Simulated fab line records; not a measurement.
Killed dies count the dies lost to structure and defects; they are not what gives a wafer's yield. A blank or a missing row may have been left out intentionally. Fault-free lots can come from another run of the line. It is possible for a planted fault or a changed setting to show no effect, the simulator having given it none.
fab line records	flow rit-cmos
record: lots: 5	wafers: 23
route steps=202 shown ACTIVE@7 NWELL@29 NRETRO@61 GATE@89 PLDD@122 SPACER@130 NSD@139 PSD@150 SDANNEAL@156 SILICIDE@162 CONTACT@168 M1@202
start-h: hours from the record's opening day to when the first of the lot's shown wafers began	wait-h: hours since the lot's step before	" the same as in the row above	L1.1+2: one row covering several wafers at once	- no value, or no start given	* or withheld: withheld	< > ~ a bound
route shown NAME@n: names a module that has steps shown in the file, with the first one's number in the route	usual: mean and standard deviation over wafers with no fault	same: alike in all rows	chamber/n: place in a boat	sites: each site's reading	_std_site: standard deviation of those values	_edge_site: outer sites' mean less inner sites'	radius-mm: how far each site lies from the wafer's centre	mask NAME#n: copy n	behind: the last tool/chamber to shape the wafer	hold: the reason the lot was held/the length of the hold in hours/how it ended	device: the n, p or np transistor that did not switch	end of line: tests run on the same wafers once the route is complete	a step given without rows: its recipe and nothing more	killed: the dies lost at the first sort to structure and to defects; this is not the yield of the wafer	map: a wafer's dies, marking killed ones x, the rest . and places with no die _
set.NAME: setting as actually run; set.NAME@STEP: the setting as run at that earlier step	model.NAME: the simulator's own value behind a step, which no gauge read
lots whose settings were changed on purpose; a table a step, a row a wafer
== steps ==
step: RIT_ACTIVE_COAT_06
recipe: resist: NOVOLAK	spin-rpm: 3250	resist-thk-nm: 1000
lot.wafer	tool	chamber	start-h	wait-h	set.spin-rpm	model.NOVOLAK_of_ACTIVE_COAT_06.thk-nm
L075.1	litho-track-02	0	19.06	0.1	3250	1002
L075.2	"	0	"	"	3250	1001
L075.4	"	0	"	"	3250	1005
L075.5+6	"	0	"	"	3067	1031
L076.1	litho-track-02	0	23.74	0.1	3250	996.6
L076.3	"	0	"	"	3250	993.4
L076.4	"	0	"	"	3398	975.4
L076.5	"	0	"	"	3398	972.1
L076.6	"	0	"	"	3250	995.8
L077.1	litho-track-01	0	29.38	0.1	3250	1001
L077.2	"	0	"	"	3250	1002
L077.5	"	0	"	"	3250	1004
L083.1+2+6	litho-track-01	0	59.45	0.1	3160	1015
L083.4	"	0	"	"	3250	1001
L083.5	"	0	"	"	3250	999.3
L085.2	litho-track-02	0	69.64	0.1	3250	992.8
L085.3	"	0	"	"	3250	996.9
L085.4	"	0	"	"	3250	996.1
L085.5	"	0	"	"	3250	998.7
L085.6	"	0	"	"	3250	996.4
step: RIT_ACTIVE_SOFTBAKE_07
recipe: resist: NOVOLAK	temp-c: 90	time-s: 60
step: RIT_ACTIVE_EXPOSE_08
recipe: mask-id: M1	na: 0.6	source-shape: conventional	sigma-outer: 0.6	target-cd-nm: 1400	dose-mj: 225
step: RIT_ACTIVE_DEVELOP_10
recipe: resist: NOVOLAK	develop-time-s: 50	dev-temp-c: 23
step: RIT_ACTIVE_HARDBAKE_12
recipe: resist: NOVOLAK	temp-c: 140	time-s: 60
lot.wafer	tool	chamber	start-h	wait-h	set.spin-rpm@ACTIVE_COAT_06	model.NOVOLAK_of_ACTIVE_COAT_06.thk-nm
L075.1	litho-track-03	0	20.00	0.1	3250	885.4
L075.2	"	0	"	"	3250	885
L075.4	"	0	"	"	3250	887.7
L075.5	"	0	"	"	3067	910.8
L075.6	"	0	"	"	3067	911.3
L076.1	litho-track-03	0	24.77	0.2	3250	880.8
L076.3	"	0	"	"	3250	877.9
L076.4	"	0	"	"	3398	862.3
L076.5	"	0	"	"	3398	859.3
L076.6	"	0	"	"	3250	880.1
L077.1	litho-track-03	0	30.26	0.2	3250	884.7
L077.2	"	0	"	"	3250	885.7
L077.5	"	0	"	"	3250	887.1
L083.1+6	litho-track-02	0	60.27	0.1	3160	896.7
L083.2	"	0	"	"	3160	897
L083.4	"	0	"	"	3250	884.3
L083.5	"	0	"	"	3250	883.2
L085.2	litho-track-03	0	70.59	0.1	3250	877.4
L085.3	"	0	"	"	3250	881.1
L085.4	"	0	"	"	3250	880.4
L085.5	"	0	"	"	3250	882.7
L085.6	"	0	"	"	3250	880.6
step: RIT_ACTIVE_ETCH_13
recipe: stop-on: SiO2	chemistry: SF6	target: Si3N4	time-s: 210	over-etch-frac: 0.4	SF6_flow_sccm: 200	pressure-mtorr: 260	rf-w: 125	target-depth-a: 2100
lot.wafer	tool	chamber	start-h	wait-h	set.rf-w	set.spin-rpm@ACTIVE_COAT_06	model.SiO2_of_ACTIVE_OXIDATION_01.thk-nm	model.NOVOLAK_of_ACTIVE_COAT_06.thk-nm	model.ACTIVE.feature-depth-nm
L075.1	rie-diel-01	0	20.15	0.1	125	3250	45.71	657.5	153
L075.2	"	2	"	"	125	3250	47.18	654.4	151.8
L075.4	"	1	"	"	137.7	3250	40.64	642.8	159.2
L075.5	"	3	"	"	137.7	3067	39.73	661.1	158.3
L075.6	"	0	"	"	125	3067	46.43	679.9	152.6
L076.1	rie-diel-03	1	24.92	0.1	133.2	3250	42.01	634.8	155.3
L076.3	"	3	"	"	125	3250	46.37	647.4	150.9
L076.4	"	0	"	"	125	3398	45.11	630.5	151.2
L076.5	"	2	"	"	133.2	3398	41.64	615.8	154.6
L076.6	"	3	"	"	125	3250	46.58	650.1	151.1
L077.1	rie-diel-03	3	30.41	0.1	125	3250	46.13	655.5	149.2
L077.2	"	2	"	"	125	3250	46.78	659.7	147.9
L077.5	"	0	"	"	125	3250	45.37	654.7	148.7
L083.1	rie-diel-04	0	60.42	0.1	119.5	3160	47.77	674.6	148.5
L083.2	"	2	"	"	119.5	3160	47.72	680.6	148.3
L083.4	"	3	"	"	125	3250	47.25	655.3	149.4
L083.5	"	3	"	"	125	3250	47.84	654.4	148.5
L083.6	"	0	"	"	125	3160	47.64	666.5	149
L085.2	rie-diel-04	0	70.71	0.1	125	3250	46.09	647.2	151.3
L085.3	"	3	"	"	125	3250	46.91	649.7	150.2
L085.4	"	2	"	"	125	3250	46.1	651.6	150.7
L085.5	"	3	"	"	132.1	3250	42.07	640.6	153.7
L085.6	"	0	"	"	132.1	3250	41.76	637.7	153.8
step: RIT_NWELL_COAT_01
recipe: resist: NOVOLAK	spin-rpm: 2000	resist-thk-nm: 1300
lot.wafer	tool	chamber	start-h	wait-h	set.spin-rpm	model.NOVOLAK_of_NWELL_COAT_01.thk-nm
L075.1	litho-track-04	0	27.11	0.1	2088	1268
L075.2	"	0	"	"	2088	1270
L075.4	"	0	"	"	2000	1295
L075.5	"	0	"	"	2000	1298
L075.6	"	0	"	"	2000	1293
L076.1	litho-track-04	0	30.09	0.1	2000	1305
L076.3+5	"	0	"	"	2104	1265
L076.4	"	0	"	"	2104	1266
L076.6	"	0	"	"	2000	1301
L077.1	litho-track-04	0	35.11	0.1	2000	1296
L077.2+5	"	0	"	"	2000	1299
L083.1	litho-track-02	0	67.09	0.1	2000	1303
L083.2	"	0	"	"	2097	1266
L083.4	"	0	"	"	2097	1268
L083.5	"	0	"	"	2000	1298
L083.6	"	0	"	"	2000	1299
L085.2+5	litho-track-02	0	77.14	0.1	2000	1301
L085.3	"	0	"	"	2000	1298
L085.4	"	0	"	"	2000	1299
L085.6	"	0	"	"	2000	1304
step: RIT_NWELL_SOFTBAKE_02
recipe: resist: NOVOLAK	temp-c: 90	time-s: 60
step: RIT_NWELL_EXPOSE_03
recipe: mask-id: M2	na: 0.57	target-cd-nm: 43900	dose-mj: 250
step: RIT_NWELL_DEVELOP_05
recipe: resist: NOVOLAK	develop-time-s: 68	dev-temp-c: 23
step: RIT_NWELL_HARDBAKE_07
recipe: resist: NOVOLAK	temp-c: 140	time-s: 120
lot.wafer	tool	chamber	start-h	wait-h	set.spin-rpm@NWELL_COAT_01	model.NOVOLAK_of_NWELL_COAT_01.thk-nm
L075.1	litho-track-01	0	28.00	0.0	2088	1109
L075.2	"	0	"	"	2088	1111
L075.4	"	0	"	"	2000	1132
L075.5	"	0	"	"	2000	1135
L075.6	"	0	"	"	2000	1131
L076.1	litho-track-01	0	30.98	0.0	2000	1141
L076.3+5	"	0	"	"	2104	1106
L076.4	"	0	"	"	2104	1107
L076.6	"	0	"	"	2000	1137
L077.1	litho-track-02	0	35.88	0.0	2000	1134
L077.2+5	"	0	"	"	2000	1136
L083.1	litho-track-04	0	67.85	0.0	2000	1140
L083.2	"	0	"	"	2097	1108
L083.4	"	0	"	"	2097	1109
L083.5	"	0	"	"	2000	1135
L083.6	"	0	"	"	2000	1136
L085.2+5	litho-track-01	0	78.05	0.1	2000	1138
L085.3	"	0	"	"	2000	1135
L085.4	"	0	"	"	2000	1136
L085.6	"	0	"	"	2000	1140
step: RIT_NWELL_IMPLANT_08
recipe: species: P	energy-kev: 170	dose-cm2: 5e+13	tilt-deg: 7
lot.wafer	tool	chamber	start-h	wait-h	set.energy-kev	model.implant.rp-nm	model.implant.drp-nm
L075.1+4+5	implanter-04	0	28.25	0.2	170	213.4	68.82
L075.2+6	"	0	"	"	176.4	221.7	70.76
L076.1+4+5	implanter-04	0	31.23	0.2	177.7	213.5	71.15
L076.3+6	"	0	"	"	170	204	68.82
L077.1+2+5	implanter-02	0	36.13	0.2	170	217	68.82
L083.1+6	implanter-02	0	68.10	0.2	170	206.3	68.82
L083.2+4+5	"	0	"	"	160.4	194.4	65.94
L085.2+3+6	implanter-03	0	78.28	0.2	166.4	204.9	67.75
L085.4+5	"	0	"	"	170	209.5	68.82
step: RIT_NRETRO_IMPLANT_08
recipe: species: P	energy-kev: 70	dose-cm2: 1e+13	tilt-deg: 7
lot.wafer	tool	chamber	start-h	wait-h	set.energy-kev	model.implant.rp-nm	model.implant.drp-nm
L075.1+4+6	implanter-01	0	36.80	0.2	70	83.91	33.94
L075.2+5	"	0	"	"	71.87	86.21	34.7
L076.1+4	implanter-01	0	40.52	0.2	72.45	87.38	34.93
L076.3+5+6	"	0	"	"	70	84.35	33.94
L077.1+2+5	implanter-01	0	45.90	0.2	70	87.4	33.94
L083.1+4	implanter-02	0	79.41	0.2	67.79	82.74	33.02
L083.2+5+6	"	0	"	"	70	85.51	33.94
L085.2+4	implanter-03	0	87.23	0.2	71.87	86.7	34.7
L085.3+5+6	"	0	"	"	70	84.39	33.94
step: RIT_GATE_EXPOSE_13
recipe: mask-id: M6	na: 0.6	source-shape: conventional	sigma-outer: 0.6	target-cd-nm: 150	dose-mj: 380
lot.wafer	tool	chamber	start-h	wait-h	mask	set.dose-mj
L075.1+5+6	iline-stepper-02	0	43.13	0.3	M6#0	361.5
L075.2+4	"	0	"	"	M6#0	380
L076.1+3+6	iline-stepper-01	0	46.60	0.2	M6#0	397.3
L076.4+5	"	0	"	"	M6#0	380
L077.1+2+5	iline-stepper-01	0	54.69	0.1	M6#0	380
L083.1+4+6	iline-stepper-02	0	85.34	0.1	M6#0	389.6
L083.2+5	"	0	"	"	M6#0	380
L085.2+4+6	iline-stepper-02	0	95.82	0.1	M6#0	361.5
L085.3+5	"	0	"	"	M6#0	380
step: RIT_PLDD_IMPLANT_08
recipe: species: BF2	energy-kev: 20	dose-cm2: 9e+14	tilt-deg: 7
lot.wafer	tool	chamber	start-h	wait-h	set.energy-kev	model.implant.drp-nm
L075.1+2+4+5+6	implanter-04	0	50.17	0.1	20	9.752
L076.1+3	implanter-01	0	53.24	0.1	20	9.752
L076.4+5+6	"	0	"	"	20.64	9.97
L077.1+2+5	implanter-01	0	61.59	0.1	20	9.752
L083.1+2+4	implanter-04	0	92.81	0.1	19.34	9.524
L083.5+6	"	0	"	"	20	9.752
L085.2+3+4+5+6	implanter-02	0	103.31	0.1	20	9.752
step: RIT_SPACER_ETCHBACK_05
recipe: target-depth-a: 2500	SF6_flow_sccm: 30	CHF3_flow_sccm: 30	target: Si3N4	chemistry: SF6/CHF3	pressure-mtorr: 40	rf-w: 250	time-s: 240	stop-on: SiO2
lot.wafer	tool	chamber	start-h	wait-h	set.time-s	model.poly-Si_of_GATE_CVD_08.thk-nm	model.Si3N4_of_SPACER_CVD_03.thk-nm
L075.1	rie-diel-04	3	52.93	0.1	224.2	172.3	198.7
L075.2	"	1	"	"	240	168	195.8
L075.4	"	0	"	"	240	167.4	195.2
L075.5	"	1	"	"	240	167.7	196.1
L075.6	"	2	"	"	224.2	173.4	200.6
L076.1	rie-diel-01	2	56.16	0.1	240	167.7	194.2
L076.3	"	0	"	"	210.9	176.7	203.5
L076.4	"	1	"	"	240	171.6	196.2
L076.5	"	1	"	"	210.9	177.9	202.8
L076.6	"	0	"	"	210.9	178.4	200.6
L077.1	rie-diel-02	1	64.32	0.1	240	167.1	194.1
L077.2	"	2	"	"	240	164.2	193
L077.5	"	0	"	"	240	167.3	194.4
L083.1	rie-diel-02	3	96.08	0.1	227.6	176	196.6
L083.2	"	2	"	"	227.6	174.7	195.7
L083.4	"	1	"	"	240	170.4	192.7
L083.5	"	1	"	"	240	170.9	195
L083.6	"	2	"	"	240	171.1	193.7
L085.2	rie-diel-04	0	106.97	0.0	240	166.4	194.3
L085.3	"	2	"	"	261.3	162	189
L085.4	"	1	"	"	240	169.4	194.6
L085.5	"	1	"	"	240	169.9	194
L085.6	"	2	"	"	261.3	163.2	190
step: RIT_NSD_IMPLANT_08
recipe: species: P	energy-kev: 25	dose-cm2: 1e+15	tilt-deg: 7
lot.wafer	tool	chamber	start-h	wait-h	set.dose-cm2
L075.1+2+4	implanter-01	0	54.32	0.1	1.042e+15
L075.5+6	"	0	"	"	1e+15
L076.1+4+6	implanter-02	0	57.34	0.1	1e+15
L076.3+5	"	0	"	"	1.063e+15
L077.1+2+5	implanter-03	0	65.51	0.1	1e+15
L083.1+2+5	implanter-01	0	97.27	0.1	1e+15
L083.4+6	"	0	"	"	1.023e+15
L085.2+3+4+5+6	implanter-01	0	108.51	0.1	1e+15
step: RIT_PSD_IMPLANT_08
recipe: species: BF2	energy-kev: 27	dose-cm2: 5e+15	tilt-deg: 7
lot.wafer	tool	chamber	start-h	wait-h	set.dose-cm2
L075.1+2	implanter-01	0	55.95	0.1	4.776e+15
L075.4+5+6	"	0	"	"	5e+15
L076.1+3+4+5+6	implanter-01	0	58.89	0.1	5e+15
L077.1+2+5	implanter-01	0	66.93	0.1	5e+15
L083.1+2+4+5+6	implanter-01	0	98.82	0.1	5e+15
L085.2+3+4	implanter-03	0	109.93	0.1	5e+15
L085.5+6	"	0	"	"	4.805e+15
step: RIT_PSD_STRIP_09
recipe: chemistry: O2	time-s: 180	resist: NOVOLAK	platen-temp-c: withheld	power-w: 500	pressure-mtorr: 4000	o2-flow-sccm: 4000
step: RIT_SDANNEAL_RTA_03
recipe: temp-c: 1050	time-s: 5	idle-temp-c: 600	ramp-up-c-per-s: 342	ramp-down-c-per-s: 171	cool-to-c: 600	ambient: N2
step: RIT_SDANNEAL_RS_MEAS_05
recipe: thk-meas-gauge: four-point-probe
usual: NSD_RS: 84.65/0.25
lot.wafer	tool	chamber	start-h	wait-h	set.dose-cm2@NSD_IMPLANT_08	NSD_RS[ohm/sq]
L075.1	film-metro-04	-	56.88	0.1	1.042e+15	81.88
L075.2	"	-	"	"	1.042e+15	82.03
L075.4	"	-	"	"	1.042e+15	81.70
L075.5	"	-	"	"	1e+15	84.39
L075.6	"	-	"	"	1e+15	84.43
L076.1	film-metro-04	-	59.89	0.1	1e+15	84.90
L076.3	"	-	"	"	1.063e+15	80.91
L076.4	"	-	"	"	1e+15	84.81
L076.5	"	-	"	"	1.063e+15	80.65
L076.6	"	-	"	"	1e+15	84.99
L077.1	film-metro-01	-	67.91	0.1	1e+15	84.87
L077.2	"	-	"	"	1e+15	84.40
L077.5	"	-	"	"	1e+15	84.58
L083.1	film-metro-04	-	99.75	0.1	1e+15	84.67
L083.2	"	-	"	"	1e+15	84.24
L083.4	"	-	"	"	1.023e+15	83.18
L083.5	"	-	"	"	1e+15	84.55
L083.6	"	-	"	"	1.023e+15	83.24
L085.2	film-metro-01	-	110.86	0.1	1e+15	84.91
L085.3	"	-	"	"	1e+15	84.81
L085.4	"	-	"	"	1e+15	85.08
L085.5	"	-	"	"	1e+15	84.95
L085.6	"	-	"	"	1e+15	84.89
step: RIT_SDANNEAL_RS_MEAS_06
recipe: thk-meas-gauge: four-point-probe
usual: PLDD_RS: 178.5/0.52
lot.wafer	tool	chamber	start-h	wait-h	set.energy-kev@PLDD_IMPLANT_08	PLDD_RS[ohm/sq]
L075.1	film-metro-04	-	57.00	0.1	20	178.3
L075.2	"	-	"	"	20	177.7
L075.4	"	-	"	"	20	178.3
L075.5	"	-	"	"	20	177.9
L075.6	"	-	"	"	20	177.8
L076.1	film-metro-04	-	60.01	0.1	20	178.4
L076.3	"	-	"	"	20	178.7
L076.4	"	-	"	"	20.64	176.5
L076.5	"	-	"	"	20.64	177.0
L076.6	"	-	"	"	20.64	176.9
L077.1	film-metro-01	-	68.03	0.1	20	178.5
L077.2	"	-	"	"	20	177.9
L077.5	"	-	"	"	20	178.8
L083.1	film-metro-04	-	99.87	0.1	19.34	180.2
L083.2	"	-	"	"	19.34	180.6
L083.4	"	-	"	"	19.34	180.8
L083.5	"	-	"	"	20	178.3
L083.6	"	-	"	"	20	178.6
L085.2	film-metro-01	-	110.98	0.1	20	178.9
L085.3	"	-	"	"	20	179.3
L085.4	"	-	"	"	20	179.4
L085.5	"	-	"	"	20	179.2
L085.6	"	-	"	"	20	179.3
step: RIT_SILICIDE_SPUTTER_01
recipe: material: Ti	target-thk-nm: 30	power-w: 350	chamber-pressure-pa: 0.667	gas: Ar	time-s: 240	substrate-temp-c: 25
lot.wafer	tool	chamber	start-h	wait-h	set.time-s	model.Ti_of_SILICIDE_SPUTTER_01.thk-nm
L075.1	pvd-sputter-01	-	57.25	0.0	240	30.57
L075.2	"	-	"	"	240	30.88
L075.4	"	-	"	"	262	33.09
L075.5	"	-	"	"	240	30.36
L075.6	"	-	"	"	262	32.78
L076.1	pvd-sputter-03	-	60.26	0.0	240	30.09
L076.3	"	-	"	"	255	31.97
L076.4	"	-	"	"	255	31.82
L076.5	"	-	"	"	255	32.03
L076.6	"	-	"	"	240	29.81
L077.1+5	pvd-sputter-04	-	68.28	0.0	240	29.73
L077.2	"	-	"	"	240	29.87
L083.1	pvd-sputter-04	-	100.12	0.0	240	29.61
L083.2	"	-	"	"	226.6	27.75
L083.4	"	-	"	"	226.6	27.56
L083.5	"	-	"	"	240	29.37
L083.6	"	-	"	"	226.6	27.79
L085.2	pvd-sputter-03	-	111.21	0.0	207.2	26.14
L085.3	"	-	"	"	207.2	25.54
L085.4	"	-	"	"	240	29.76
L085.5	"	-	"	"	240	29.66
L085.6	"	-	"	"	207.2	26.06
step: RIT_SILICIDE_RS_MEAS_02
recipe: thk-meas-gauge: four-point-probe	reads: Ti_of_SILICIDE_SPUTTER_01
usual: SILICIDE_TI_RS: 47.9/0.75
lot.wafer	tool	chamber	start-h	wait-h	set.time-s@SILICIDE_SPUTTER_01	SILICIDE_TI_RS[ohm/sq]
L075.1	film-metro-01	-	57.40	0.1	240	46.7
L075.2	"	-	"	"	240	46.1
L075.4	"	-	"	"	262	42.5
L075.5	"	-	"	"	240	47.1
L075.6	"	-	"	"	262	42.9
L076.1	film-metro-01	-	60.41	0.1	240	47.8
L076.3	"	-	"	"	255	44.2
L076.4	"	-	"	"	255	44.5
L076.5	"	-	"	"	255	44.2
L076.6	"	-	"	"	240	48.3
L077.1	film-metro-03	-	68.43	0.1	240	48.5
L077.2	"	-	"	"	240	48.2
L077.5	"	-	"	"	240	48.4
L083.1	film-metro-01	-	100.27	0.1	240	48.7
L083.2	"	-	"	"	226.6	52.8
L083.4	"	-	"	"	226.6	53.3
L083.5	"	-	"	"	240	49.2
L083.6	"	-	"	"	226.6	52.8
L085.2	film-metro-03	-	111.38	0.1	207.2	56.9
L085.3	"	-	"	"	207.2	58.6
L085.4	"	-	"	"	240	48.3
L085.5	"	-	"	"	240	48.6
L085.6	"	-	"	"	207.2	57.3
step: RIT_SILICIDE_THK_MEAS_03
recipe: thk-meas-gauge: xrf	reads: Ti_of_SILICIDE_SPUTTER_01
usual: SILICIDE_TI_THK: 29.5/0.45
lot.wafer	tool	chamber	start-h	wait-h	set.time-s@SILICIDE_SPUTTER_01	SILICIDE_TI_THK[nm]
L075.1	film-metro-01	-	57.52	0.1	240	30.2
L075.2	"	-	"	"	240	30.4
L075.4	"	-	"	"	262	32.6
L075.5	"	-	"	"	240	30.0
L075.6	"	-	"	"	262	32.4
L076.1	film-metro-01	-	60.53	0.1	240	29.7
L076.3	"	-	"	"	255	31.6
L076.4	"	-	"	"	255	31.6
L076.5	"	-	"	"	255	31.6
L076.6	"	-	"	"	240	29.4
L077.1	film-metro-03	-	68.55	0.1	240	29.0
L077.2	"	-	"	"	240	29.0
L077.5	"	-	"	"	240	29.1
L083.1	film-metro-01	-	100.39	0.1	240	28.9
L083.2	"	-	"	"	226.6	27.2
L083.4	"	-	"	"	226.6	27.0
L083.5	"	-	"	"	240	28.7
L083.6	"	-	"	"	226.6	27.1
L085.2	film-metro-03	-	111.49	0.1	207.2	25.6
L085.3	"	-	"	"	207.2	25.1
L085.4	"	-	"	"	240	29.2
L085.5	"	-	"	"	240	29.2
L085.6	"	-	"	"	207.2	25.6
step: RIT_CONTACT_CVD_00
recipe: material: SiO2	target-thk-nm: 400	precursor: TEOS	temp-c: 390	time-s: 61	rf-w: 400
lot.wafer	tool	chamber	start-h	wait-h	set.time-s	model.SiO2_of_CONTACT_CVD_00.thk-nm
L075.1	pecvd-04	2	57.76	0.1	61	401
L075.2	"	1	"	"	69.98	455.4
L075.4	"	2	"	"	69.98	465.4
L075.5	"	1	"	"	69.98	463.5
L075.6	"	0	"	"	61	403.2
L076.1	pecvd-01	1	60.76	0.1	61	391.4
L076.3	"	0	"	"	61	397.2
L076.4	"	1	"	"	61	403.8
L076.5	"	2	"	"	68.4	454.3
L076.6	"	0	"	"	68.4	449.9
L077.1	pecvd-03	1	68.85	0.1	61	397
L077.2	"	2	"	"	61	393.9
L077.5	"	0	"	"	61	402.9
L083.1	pecvd-03	2	100.62	0.1	69.37	454.6
L083.2	"	1	"	"	61	396
L083.4	"	0	"	"	69.37	466.8
L083.5	"	2	"	"	61	402.6
L083.6	"	1	"	"	61	403.8
L085.2	pecvd-01	1	111.72	0.0	61	395.6
L085.3	"	0	"	"	64.81	422.2
L085.4	"	1	"	"	61	405.9
L085.5	"	2	"	"	64.81	429.7
L085.6	"	0	"	"	64.81	428.3
step: RIT_CONTACT_THK_MEAS_01
recipe: reads: SiO2_of_CONTACT_CVD_00
usual: CONTACT_TEOS_THK: 400/4.7
lot.wafer	tool	chamber	start-h	wait-h	set.time-s@CONTACT_CVD_00	CONTACT_TEOS_THK[nm]
L075.1	film-metro-02	-	57.81	0.0	61	401
L075.2	"	-	"	"	69.98	455
L075.4	"	-	"	"	69.98	466
L075.5	"	-	"	"	69.98	464
L075.6	"	-	"	"	61	403
L076.1	film-metro-04	-	60.82	0.0	61	391
L076.3	"	-	"	"	61	397
L076.4	"	-	"	"	61	404
L076.5	"	-	"	"	68.4	454
L076.6	"	-	"	"	68.4	450
L077.1	film-metro-02	-	68.90	0.0	61	397
L077.2	"	-	"	"	61	394
L077.5	"	-	"	"	61	403
L083.1	film-metro-02	-	100.67	0.0	69.37	454
L083.2	"	-	"	"	61	396
L083.4	"	-	"	"	69.37	467
L083.5	"	-	"	"	61	403
L083.6	"	-	"	"	61	404
L085.2	film-metro-04	-	111.78	0.0	61	396
L085.3	"	-	"	"	64.81	422
L085.4	"	-	"	"	61	406
L085.5	"	-	"	"	64.81	430
L085.6	"	-	"	"	64.81	429
step: RIT_M1_PROBE_99
lot.wafer	tool	chamber	start-h	wait-h	set.dose-mj@GATE_EXPOSE_13	model.etest.nmos_0p15.r-on-ohm-um	model.etest.pmos_0p15.r-on-ohm-um	model.etest.pmos_0p3.r-on-ohm-um	model.etest.pmos-turned.r-on-ohm-um
L075.2	prober-02	-	66.14	0.1	380	1086	2627	6169	3214
L075.4	prober-02	-	66.24	0.2	380	-	-	-	-
L076.1	prober-01	-	67.59	0.1	397.3	1007	2353	6550	3082
L076.3	prober-01	-	67.69	0.2	397.3	881	2290	6579	3059
L076.4	prober-01	-	67.74	0.2	380	1173	2860	6794	3577
L076.5	prober-01	-	67.79	0.2	380	1078	2867	6928	3595
L076.6	prober-01	-	67.84	0.2	397.3	910.4	2251	6555	2985
L077.1	prober-01	-	75.25	0.1	380	1089	2640	6084	3272
L077.2	prober-01	-	75.30	0.1	380	1109	2680	6123	3290
L077.5	prober-01	-	75.45	0.2	380	1091	2683	6187	3306
L085.2	prober-01	-	118.30	0.1	361.5	1376	3554	7255	4198
L085.3	prober-01	-	118.35	0.2	380	1289	2964	6886	3585
L085.4	prober-01	-	118.40	0.2	361.5	1377	3590	7195	4176
L085.5	prober-01	-	118.45	0.2	380	1177	2890	6877	3547
L085.6	prober-01	-	118.50	0.2	361.5	1485	3659	7248	4276
killed by level:class
L077.1 FOX2:geometric-particle:short=1 GATE:geometric-particle:open=1 GATE:geometric-particle:short=1
L077.2 GATE:geometric-particle:open=3 FOX1:geometric-particle:open=2 REOX:geometric-particle:short=2 SILICIDE:geometric-particle:open=2 FOX2:geometric-particle:open=1 GATE:geometric-particle:short=1 REOX:geometric-particle:open=1
L077.5 SPACER:geometric-particle:open=2 FOX1:geometric-particle:open=1 FOX1:geometric-particle:short=1 FOX2:geometric-particle:short=1 REOX:geometric-particle:open=1 SILICIDE:geometric-particle:open=1
== key ==
split: step: RIT_ACTIVE_COAT_06	setting: spin-rpm	stated: 3250	by: wafer
response: step: RIT_ACTIVE_COAT_06	reading: model.NOVOLAK_of_ACTIVE_COAT_06.thk-nm	change: -5	per: 1%	r: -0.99
response: step: RIT_ACTIVE_HARDBAKE_12	reading: model.NOVOLAK_of_ACTIVE_COAT_06.thk-nm	change: -4.37	per: 1%	r: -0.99
response: step: RIT_ACTIVE_ETCH_13	reading: model.NOVOLAK_of_ACTIVE_COAT_06.thk-nm	slope: -4.13	per: 1%	together-with: rf-w@ACTIVE_ETCH_13	explained: 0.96
split: step: RIT_ACTIVE_ETCH_13	setting: rf-w	stated: 125	by: wafer
response: step: RIT_ACTIVE_ETCH_13	reading: model.SiO2_of_ACTIVE_OXIDATION_01.thk-nm	change: -0.591	per: 1%	r: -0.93
response: step: RIT_ACTIVE_ETCH_13	reading: model.ACTIVE.feature-depth-nm	change: +0.551	per: 1%	r: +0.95
response: step: RIT_ACTIVE_ETCH_13	reading: model.NOVOLAK_of_ACTIVE_COAT_06.thk-nm	slope: -1.83	per: 1%	together-with: spin-rpm@ACTIVE_COAT_06	explained: 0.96
split: step: RIT_NWELL_COAT_01	setting: spin-rpm	stated: 2000	by: wafer
response: step: RIT_NWELL_COAT_01	reading: model.NOVOLAK_of_NWELL_COAT_01.thk-nm	change: -6.75	per: 1%	r: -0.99
response: step: RIT_NWELL_HARDBAKE_07	reading: model.NOVOLAK_of_NWELL_COAT_01.thk-nm	change: -5.82	per: 1%	r: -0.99
split: step: RIT_NWELL_IMPLANT_08	setting: energy-kev	stated: 170	by: wafer
response: step: RIT_NWELL_IMPLANT_08	reading: model.implant.rp-nm	change: +2.13	per: 1%	r: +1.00
response: step: RIT_NWELL_IMPLANT_08	reading: model.implant.drp-nm	change: +0.512	per: 1%	r: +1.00
split: step: RIT_NRETRO_IMPLANT_08	setting: energy-kev	stated: 70	by: wafer
response: step: RIT_NRETRO_IMPLANT_08	reading: model.implant.rp-nm	change: +0.869	per: 1%	r: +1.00
response: step: RIT_NRETRO_IMPLANT_08	reading: model.implant.drp-nm	change: +0.286	per: 1%	r: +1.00
split: step: RIT_GATE_EXPOSE_13	setting: dose-mj	stated: 380	by: wafer
response: step: RIT_M1_PROBE_99	reading: model.etest.pmos_0p3.r-on-ohm-um	change: -69.1	per: 1%	r: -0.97
response: step: RIT_M1_PROBE_99	reading: model.etest.pmos_0p15.r-on-ohm-um	change: -132	per: 1%	r: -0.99
response: step: RIT_M1_PROBE_99	reading: model.etest.pmos-turned.r-on-ohm-um	change: -127	per: 1%	r: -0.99
response: step: RIT_M1_PROBE_99	reading: model.etest.nmos_0p15.r-on-ohm-um	change: -39.4	per: 1%	r: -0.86
split: step: RIT_PLDD_IMPLANT_08	setting: energy-kev	stated: 20	by: wafer
response: step: RIT_PLDD_IMPLANT_08	reading: model.implant.drp-nm	change: +0.0685	per: 1%	r: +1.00
response: step: RIT_SDANNEAL_RS_MEAS_06	reading: PLDD_RS	change: -0.586	per: 1%	r: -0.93
split: step: RIT_SPACER_ETCHBACK_05	setting: time-s	stated: 240	by: wafer
response: step: RIT_SPACER_ETCHBACK_05	reading: model.poly-Si_of_GATE_CVD_08.thk-nm	change: -0.702	per: 1%	r: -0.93
response: step: RIT_SPACER_ETCHBACK_05	reading: model.Si3N4_of_SPACER_CVD_03.thk-nm	change: -0.564	per: 1%	r: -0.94
split: step: RIT_NSD_IMPLANT_08	setting: dose-cm2	stated: 1e+15	by: wafer
response: step: RIT_SDANNEAL_RS_MEAS_05	reading: NSD_RS	change: -0.632	per: 1%	r: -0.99
split: step: RIT_PSD_IMPLANT_08	setting: dose-cm2	stated: 5e+15	by: wafer
response none clear
split: step: RIT_SILICIDE_SPUTTER_01	setting: time-s	stated: 240	by: wafer
response: step: RIT_SILICIDE_SPUTTER_01	reading: model.Ti_of_SILICIDE_SPUTTER_01.thk-nm	change: +0.281	per: 1%	r: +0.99
response: step: RIT_SILICIDE_RS_MEAS_02	reading: SILICIDE_TI_RS	change: -0.61	per: 1%	r: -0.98
response: step: RIT_SILICIDE_THK_MEAS_03	reading: SILICIDE_TI_THK	change: +0.278	per: 1%	r: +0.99
split: step: RIT_CONTACT_CVD_00	setting: time-s	stated: 61	by: wafer
response: step: RIT_CONTACT_CVD_00	reading: model.SiO2_of_CONTACT_CVD_00.thk-nm	change: +4.26	per: 1%	r: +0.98
response: step: RIT_CONTACT_THK_MEAS_01	reading: CONTACT_TEOS_THK	change: +4.27	per: 1%	r: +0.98
